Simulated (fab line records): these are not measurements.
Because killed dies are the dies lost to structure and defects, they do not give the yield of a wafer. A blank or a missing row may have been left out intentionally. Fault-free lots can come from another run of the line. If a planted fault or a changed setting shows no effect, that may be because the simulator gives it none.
2 desks, one fault    flow berkeley cmos170    each desk holds nothing but its own numbers, with what lay behind them at the end

## THE METROLOGY DESK
What the gauges read for every lot (on any tool): the sampled wafers with a number, averaged. Marked OUT: a lot whose mean sits more than 4 standard deviations from the usual mean, which makes it out of limits; the brackets give that distance.
Columns: A = cd nm at UCB170_M3_CD_MEAS_15, usual 700.4 nm
lot   first seen here  A
L696  day 8 19:51      699.7
L697  day 8 20:19      702.2
L700  day 9 23:41      699.9
L701  day 10 01:32     699.8
L699  day 10 02:29     699.4
L703  day 10 02:44     699.1
L698  day 10 03:08     700.2
L702  day 10 06:19     700.6
L707  day 11 10:05     701.0
L712  day 12 01:15     701.1
L711  day 12 02:31     699.2
L717  day 12 15:05     699.8
L714  day 12 19:29     704.2
L715  day 13 16:06     698.5
This desk found nothing out of limits on any of the 14 lots.

## FOR THE TOOL OWNER'S DESK: cmp-01
The tool's own readings at UCB170_V1_CMP_02 (polishes SiO2): means of the sampled wafers that have a number, for each lot that ran on this tool. Marked OUT: a lot whose mean sits more than 4 standard deviations from the usual mean, which makes it out of limits; the brackets give that distance.
Columns: A = motor current A at UCB170_V1_CMP_02, usual 15.9 A; B = retaining ring pressure frac at UCB170_V1_CMP_02, usual 0.999
lot   first seen here  A     B
L697  day 8 07:57      17.5  0.999
L700  day 9 12:28      14.6  0.998
L707  day 10 19:11     14.5  1.001
L711  day 11 16:25     13.6  1.001
This desk found nothing out of limits on any of the 4 lots.

## ALL TOGETHER
From the metrology desk's view, nothing was out of limits.
The desk of the tool owner found nothing out of limits.

## WHAT WAS PUT IN BY THE SIMULATOR
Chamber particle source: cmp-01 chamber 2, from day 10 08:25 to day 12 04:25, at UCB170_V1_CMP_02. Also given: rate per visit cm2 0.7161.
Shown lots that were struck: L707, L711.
